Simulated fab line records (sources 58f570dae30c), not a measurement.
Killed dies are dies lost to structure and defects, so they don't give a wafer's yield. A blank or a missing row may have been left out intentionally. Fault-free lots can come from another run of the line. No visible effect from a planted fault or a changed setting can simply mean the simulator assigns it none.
Split-lot trial -- flow berkeley cmos170 -- 23 wafers read across 5 lots, on a route 331 steps long

== THE SPLIT ==
At UCB170_M2_EXPOSE_12 (exposes mask METAL2, target cd 700 nm), the setting dose mj was moved away from the recipe's 26 on 5 of the 23 wafers read, by -3.5% to +5.6%. All remaining wafers had this setting at the recipe value.

== FROM THE SPLIT TO THE READING: what the file shows between them, 2 steps ==
- UCB170_M2_PEB_13
- UCB170_M2_DEVELOP_14: develop time 45 s

== THE READING ==
cd nm, in nm, at UCB170_M2_CD_MEAS_15 (target cd 700 nm). A value of 700.5 nm with a standard deviation of 1.2 nm is what fault-free wafers of this fab line usually give.

wafer,"tool, chamber at the split",dose mj as run,against the recipe,"cd nm, nm",against lot-mates on the recipe
L076.1,"krf scanner-02, 0",26,recipe,698.8,-
L076.2,"krf scanner-02, 0",26,recipe,699.6,-
L076.3,"krf scanner-02, 0",25.08,-3.5%,705.8,+6.6
L076.4,"krf scanner-02, 0",25.08,-3.5%,706.0,+6.8
L076.5,"krf scanner-02, 0",25.08,-3.5%,706.0,+6.8
L079.1,"krf scanner-02, 0",26,recipe,702.8,-
L079.4,"krf scanner-02, 0",26,recipe,701.6,-
L079.6,"krf scanner-02, 0",26,recipe,703.0,-
L078.1,"krf scanner-01, 0",26,recipe,700.6,-
L078.2,"krf scanner-01, 0",26,recipe,700.9,-
L078.3,"krf scanner-01, 0",26,recipe,700.4,-
L078.5,"krf scanner-01, 0",26,recipe,699.4,-
L078.6,"krf scanner-01, 0",26,recipe,699.7,-
L081.1,"krf scanner-01, 0",26,recipe,700.2,-
L081.2,"krf scanner-01, 0",26,recipe,701.4,-
L081.3,"krf scanner-01, 0",26,recipe,700.8,-
L081.5,"krf scanner-01, 0",26,recipe,702.0,-
L081.6,"krf scanner-01, 0",26,recipe,702.3,-
L080.1,"krf scanner-01, 0",26,recipe,700.2,-
L080.2,"krf scanner-01, 0",26,recipe,699.8,-
L080.3,"krf scanner-01, 0",27.45,+5.6%,691.3,-8.8
L080.4,"krf scanner-01, 0",27.45,+5.6%,689.6,-10.5
L080.6,"krf scanner-01, 0",26,recipe,700.4,-

FIT RESULTS
A straight line over all 23 wafers: cd nm changes by -1.7 nm for each +1% of dose mj; r = -0.95; the points scatter about the line by 1.2 nm.
The same after taking each lot's own level away (the mean of its wafers on the recipe; 23 wafers): -1.8 nm for each +1%; r = -0.99; scatter 0.62 nm.
That fit puts the effect of the largest move of dose mj on the reading at 10 nm.
The lots' own levels span 699.20 to 702.47 nm, that is 2.7 times the standard deviation above.
So the lot-to-lot level changes the slope little: the two slopes agree.
Check: for one of the wafers moved furthest among these (+5.6%), held out of the fit, the line's prediction against its lot-mates is -10.6 nm. It came out at -8.83 nm against them.

== THE WHOLE CHAIN: every reading that the file lists as answering this split, in the file's order ==
step,what it does,reading,change (the file's fit),r (the file's)
UCB170_M2_CD_MEAS_15,target cd 700 nm,cd nm,-1.79 nm for each +1% of the setting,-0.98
UCB170_M2_ETCH_17,etches BARC in N2/H2,"M2.cd nm (the simulator's own value, which no gauge read)",-1.75 nm for each +1% of the setting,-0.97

== THE FILE'S OWN FIT ==
cd nm changes by -1.79 nm for each +1% of dose mj, r = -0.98.
